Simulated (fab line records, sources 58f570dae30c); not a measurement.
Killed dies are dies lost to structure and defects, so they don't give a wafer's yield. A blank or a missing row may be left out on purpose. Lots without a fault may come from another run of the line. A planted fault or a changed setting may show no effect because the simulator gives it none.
Chamber matching | flow berkeley_cmos170 | UCB170_M2_ETCH_17 on rie_diel-01: 4 sister chambers
The step etches BARC in N2/H2. 8 wafers are shown with their chamber, then 9 later ones without.

WAFERS WITH THEIR CHAMBER
wafer  | chamber | throttle_valve_pct (%) | drypump_motor_current_A (A)
L454.6 | 2       | 13.44                  | 5.8
L461.2 | 1       | 13.01                  | 5.7
L461.5 | 3       | 13.29                  | 5.3
L466.5 | 3       | 13.29                  | 5.3
L466.6 | 0       | 13.27                  | 5.2
L465.1 | 2       | 13.47                  | 5.7
L465.4 | 1       | 13.02                  | 5.7
L465.6 | 0       | 13.28                  | 5.3

WAFERS WITHOUT THEIR CHAMBER
wafer  | throttle_valve_pct (%) | drypump_motor_current_A (A)
L470.1 | 13.02                  | 5.7
L470.5 | 13.46                  | 5.8
L470.6 | 13.29                  | 5.3
L472.2 | 13.29                  | 5.3
L472.3 | 13.45                  | 5.7
L472.4 | 13.28                  | 5.2
L473.1 | 13.02                  | 5.7
L473.2 | 13.27                  | 5.2
L473.5 | 13.28                  | 5.3

WHICH CHAMBER EACH WENT THROUGH
wafer  | from the rows above     | in truth
L470.1 | 1                       | 1
L470.5 | 2                       | 2
L470.6 | can't be placed: 3 or 0 | 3
L472.2 | can't be placed: 3 or 0 | 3
L472.3 | 2                       | 2
L472.4 | can't be placed: 0 or 3 | 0
L473.1 | 1                       | 1
L473.2 | can't be placed: 0 or 3 | 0
L473.5 | can't be placed: 3 or 0 | 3
Placed correctly: 4 of 9. Can't be placed from these rows: 5 (the true chamber is among the candidates in 5). Placed wrongly: 0.
How it was worked out, from the rows above alone: a wafer's distance from a chamber is the root of the sum, over the readings, of the square of ((its reading less the chamber's mean) divided by the reading's scatter). The wafer belongs to the nearest chamber; if the next one is less than 2 further off, it can't be placed. A chamber's mean is the mean of its shown wafers. The scatter: the root of (the sum of the squares of (reading less its chamber's mean) over the shown wafers, divided by (wafers less chambers)).
